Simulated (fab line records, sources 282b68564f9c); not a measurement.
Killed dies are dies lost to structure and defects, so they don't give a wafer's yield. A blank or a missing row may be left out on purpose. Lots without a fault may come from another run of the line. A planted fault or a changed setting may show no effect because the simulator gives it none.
Which tool did it? | flow rit_cmos | 13 lots, 39 wafers sampled, at 5 steps of a route of 202

WHAT THE GAUGES READ, wafer by wafer
RIT_SILICIDE_THK_MEAS_03: measures by xrf.
lot  | measured    | on            | SILICIDE_TI_THK (nm)
L968 | day 3 14:16 | film_metro-02 | 29.2 29.5 28.4
L969 | day 3 18:34 | film_metro-03 | 29.6 29.9 29.6
L970 | day 3 23:58 | film_metro-02 | 29.8 30.0 30.0
L971 | day 4 02:31 | film_metro-04 | 30.6 30.3 30.3
L972 | day 4 07:47 | film_metro-04 | 29.5 29.7 29.5
L973 | day 4 14:20 | film_metro-04 | 29.7 30.1 29.6
L975 | day 5 03:32 | film_metro-03 | 29.1 29.3 29.3
L976 | day 5 06:03 | film_metro-03 | 29.4 29.9 29.1
L979 | day 5 19:38 | film_metro-04 | 29.0 29.4 29.5
L980 | day 6 00:31 | film_metro-02 | 29.5 29.6 29.3
L987 | day 7 12:59 | film_metro-02 | 29.1 29.6 29.3
L988 | day 7 15:05 | film_metro-03 | 29.9 29.9 29.6
L990 | day 8 02:08 | film_metro-03 | 29.8 30.1 29.9

RIT_CONTACT_THK_MEAS_01.
lot  | measured    | on            | CONTACT_TEOS_THK (nm)
L968 | day 3 14:32 | film_metro-04 | 399 402 402
L969 | day 3 18:51 | film_metro-01 | 400 397 400
L970 | day 4 00:14 | film_metro-01 | 396 398 392
L971 | day 4 02:48 | film_metro-01 | 394 395 402
L972 | day 4 08:04 | film_metro-01 | 395 398 400
L973 | day 4 14:37 | film_metro-01 | 396 395 402
L975 | day 5 03:49 | film_metro-04 | 396 399 406
L976 | day 5 06:20 | film_metro-01 | 394 397 399
L979 | day 5 19:55 | film_metro-04 | 394 397 401
L980 | day 6 00:49 | film_metro-01 | 391 415 392
L987 | day 7 13:17 | film_metro-03 | 403 398 403
L988 | day 7 15:23 | film_metro-01 | 401 402 402
L990 | day 8 02:25 | film_metro-03 | 396 396 398

RIT_M1_BOW_MEAS_16.
lot  | measured    | on            | M1_BOW (um)
L968 | day 3 20:55 | film_metro-01 | 26 16 1
L969 | day 4 01:03 | film_metro-01 | 32 23 25
L970 | day 4 06:35 | film_metro-01 | 14 12 22
L971 | day 4 09:01 | film_metro-01 | 18 18 29
L972 | day 4 14:25 | film_metro-02 | 14 5 21
L973 | day 4 20:55 | film_metro-01 | 12 14 24
L975 | day 6 07:12 | film_metro-01 | 11 30 21
L976 | day 6 07:18 | film_metro-02 | 8 12 18
L979 | day 6 07:25 | film_metro-02 | 17 23 13
L980 | day 6 07:20 | film_metro-04 | 19 18 11
L987 | day 7 19:22 | film_metro-04 | 8 8 13
L988 | day 7 21:51 | film_metro-01 | 21 29 19
L990 | day 8 08:46 | film_metro-01 | 10 11 20

WHICH TOOL RAN EACH LOT (tool, then ch and the chambers of the sampled wafers, then the start)
lot  | RIT_NSD_STRIP_09                    | RIT_CONTACT_CVD_00
L968 | plasma_asher-02 ch 0,1, day 3 11:24 | pecvd-03 ch 0,1,2, day 3 14:29
L969 | plasma_asher-02 ch 0, day 3 15:43   | pecvd-01 ch 0,1,2, day 3 18:47
L970 | plasma_asher-02 ch 0,1, day 3 20:59 | pecvd-02 ch 0,2, day 4 00:11
L971 | plasma_asher-01 ch 0,1, day 3 23:40 | pecvd-03 ch 1,2, day 4 02:45
L972 | plasma_asher-02 ch 0,1, day 4 04:55 | pecvd-02 ch 0,2, day 4 08:01
L973 | plasma_asher-02 ch 0,1, day 4 11:05 | pecvd-03 ch 0,1, day 4 14:34
L975 | plasma_asher-02 ch 0,1, day 5 00:25 | pecvd-01 ch 0,1, day 5 03:45
L976 | plasma_asher-01 ch 0,1, day 5 03:12 | pecvd-03 ch 0,1,2, day 5 06:17
L979 | plasma_asher-02 ch 0,1, day 5 16:40 | pecvd-03 ch 0,2, day 5 19:52
L980 | plasma_asher-01 ch 0,1, day 5 21:38 | pecvd-02 ch 0,2, day 6 00:46
L987 | plasma_asher-04 ch 0,1, day 7 09:50 | pecvd-01 ch 0,1,2, day 7 13:14
L988 | plasma_asher-04 ch 0,1, day 7 12:11 | pecvd-03 ch 0,1,2, day 7 15:19
L990 | plasma_asher-04 ch 0,1, day 7 23:16 | pecvd-01 ch 0,1,2, day 8 02:22
- RIT_NSD_STRIP_09: strips in O2, time 180 s.
- RIT_CONTACT_CVD_00: deposits SiO2 from TEOS, target thk 400 nm, time 61 s.

WHAT THE TOOLS THEMSELVES READ (means of the sampled wafers that have a number; where no wafer has one, the mark that the record gives instead)
RIT_NSD_STRIP_09.
lot  | tool            | drypump_motor_current_A (A)
L968 | plasma_asher-02 | 5.7
L969 | plasma_asher-02 | 5.6
L970 | plasma_asher-02 | 5.7
L971 | plasma_asher-01 | 5.7
L972 | plasma_asher-02 | 5.6
L973 | plasma_asher-02 | 5.7
L975 | plasma_asher-02 | 5.7
L976 | plasma_asher-01 | 5.7
L979 | plasma_asher-02 | 5.7
L980 | plasma_asher-01 | 5.7
L987 | plasma_asher-04 | 5.8
L988 | plasma_asher-04 | 5.8
L990 | plasma_asher-04 | 5.8

RIT_CONTACT_CVD_00.
lot  | tool     | heater_power_w (W)
L968 | pecvd-03 | 329
L969 | pecvd-01 | 312
L970 | pecvd-02 | 309
L971 | pecvd-03 | 326
L972 | pecvd-02 | 347
L973 | pecvd-03 | 266
L975 | pecvd-01 | 322
L976 | pecvd-03 | 323
L979 | pecvd-03 | 278
L980 | pecvd-02 | 333
L987 | pecvd-01 | 291
L988 | pecvd-03 | 309
L990 | pecvd-01 | 282

THE ANSWER, worked out from the rows above alone
Rule: what is usual is taken from the lots themselves. Put in order of their means at a reading, lots are off if they are a third of the lots or fewer, leave a main group of 4 or more, and stand apart from it by a gap of 3 or more times the standard deviation of the main group's means; of several such gaps the widest counts. A main group whose means are all the same, to the digits that the tables above print for the reading, isn't used. A lot without any number at a reading at which 4 lots or more have one is off too. The other lots that the step has rows for count as sound. The gauges are gone through in route order, then the tools' own readings, and for those a lot's mean is taken as printed above. The first step at which some lot is off is used, and at that step the reading that is off furthest; a lot without a number counts as furthest.
No lot is off at any reading shown: from this, nothing can be told.

WHAT THE SIMULATOR HAD PUT IN
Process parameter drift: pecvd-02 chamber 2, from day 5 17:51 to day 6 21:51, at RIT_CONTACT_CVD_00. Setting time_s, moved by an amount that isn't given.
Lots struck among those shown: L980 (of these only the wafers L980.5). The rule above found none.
